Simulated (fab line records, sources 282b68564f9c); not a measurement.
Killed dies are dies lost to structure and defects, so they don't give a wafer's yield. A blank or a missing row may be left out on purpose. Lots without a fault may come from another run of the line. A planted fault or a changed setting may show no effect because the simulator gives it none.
A struck lot beside a sound one | flow rit_cmos | 16 steps out of a route of 202
Sound: wafers L157.1, L157.2, L157.4. Struck: wafers L168.2, L168.5, L168.6. The cause comes at the end.
At each step with rows: each side's tool, then ch and its chambers, then its first start. Under that, the readings that differ: sound wafers | struck wafers | difference of the means | sigmas: that difference in standard deviations of wafers without a fault.
alike: readings whose means differ by less than 2 such deviations, and words and numbers that are the same on both sides. not compared: withheld readings, readings that some wafer has no value for, bounds like >300 that may hide the same value, and numbers for which the record gives no deviation and whose values overlap.
The two part at a step that has a row with sigmas, a row that says differs or no value, or rows on one side only. Numbers that don't overlap but have no deviation are shown without sigmas and don't part them. A reading that every wafer of one side lacks parts them only if that side has two wafers or more.

RIT_SILICIDE_RTA_06: time 10 s, ramp up 5 s, ramp down 10 s.
  sound on rtp_anneal-01 ch 0, day 3 12:15; struck on rtp_anneal-01 ch 0, day 6 02:28
  alike: wafer_temp_C_max
RIT_CONTACT_CVD_00: deposits SiO2 from TEOS, target thk 400 nm, time 61 s.
  sound on pecvd-04 ch 0,1,2, day 3 12:19; struck on pecvd-03 ch 0,2, day 6 02:31
  alike: heater_power_w
RIT_CONTACT_THK_MEAS_01:
  sound on film_metro-01, day 3 12:22; struck on film_metro-01, day 6 02:35
  reading               | sound       | struck      | difference | sigmas
  CONTACT_TEOS_THK (nm) | 401 402 415 | 386 395 403 | -11        | -2
then, 6 steps without rows for these wafers: RIT_CONTACT_HMDS_02 (prime time 60 s); RIT_CONTACT_COAT_03 (resist thk 1000 nm); RIT_CONTACT_SOFTBAKE_04 (time 60 s); RIT_CONTACT_EXPOSE_05 (exposes mask M11, target cd 1000 nm); RIT_CONTACT_PEB_06; RIT_CONTACT_DEVELOP_07 (develop time 120 s).
RIT_CONTACT_CD_MEAS_08: target cd 1000 nm.
  sound on cd_sem-01, day 3 13:23; struck on cd_sem-01, day 6 03:37
  alike: cd_nm
RIT_CONTACT_OVL_MEAS_09:
  sound on overlay-01, day 3 13:31; struck on overlay-01, day 6 03:43
  alike: CONTACT_OVL
then, 1 step without rows for these wafers: RIT_CONTACT_HARDBAKE_10 (time 60 s).
RIT_CONTACT_ETCH_11: etches SiO2 in CHF3/CF4/Ar, stops on TiSi2, target depth 480 nm, time 320 s.
  sound on rie_diel-04 ch 0,2,3, day 3 13:43; struck on rie_diel-02 ch 2,3, day 6 03:54
  no value came back on the struck wafers for any of 7 readings (CHF3_flow_sccm (sccm), O2_flow_sccm (sccm) and others); on the sound wafers CHF3_flow_sccm (sccm) reads 49.95 50.14 50.14
  reading                                      | sound           | struck            | difference | sigmas
  model.NOVOLAK_of_CONTACT_COAT_03.thk_nm (nm) | 766.3 766.7 769 | 878.8 881.5 879.1 | +112.5     |
RIT_CONTACT_STRIP_12: strips in O2, time 180 s.
  sound on plasma_asher-03 ch 0,1, day 3 13:54; struck on plasma_asher-03 ch 0,1, day 6 04:06
  alike: drypump_motor_current_A
  not compared: rf_hours_counter_h
RIT_CONTACT_CD_MEAS_90: target cd 1000 nm.
  sound on cd_sem-02, day 3 14:05; struck on cd_sem-02, day 6 04:17
  reading    | sound              | struck | difference                    | sigmas
  cd_nm (nm) | 999.9 1000.0 999.8 | - - -  | no value on the struck wafers |
then, 1 step without rows for these wafers: RIT_CONTACT_CLEAN_13 (cleans in SC1, time 600 s).

WHERE THEY PART
First at RIT_CONTACT_THK_MEAS_01; last, within this record, at RIT_CONTACT_CD_MEAS_90.

WHY: what the simulator had put in
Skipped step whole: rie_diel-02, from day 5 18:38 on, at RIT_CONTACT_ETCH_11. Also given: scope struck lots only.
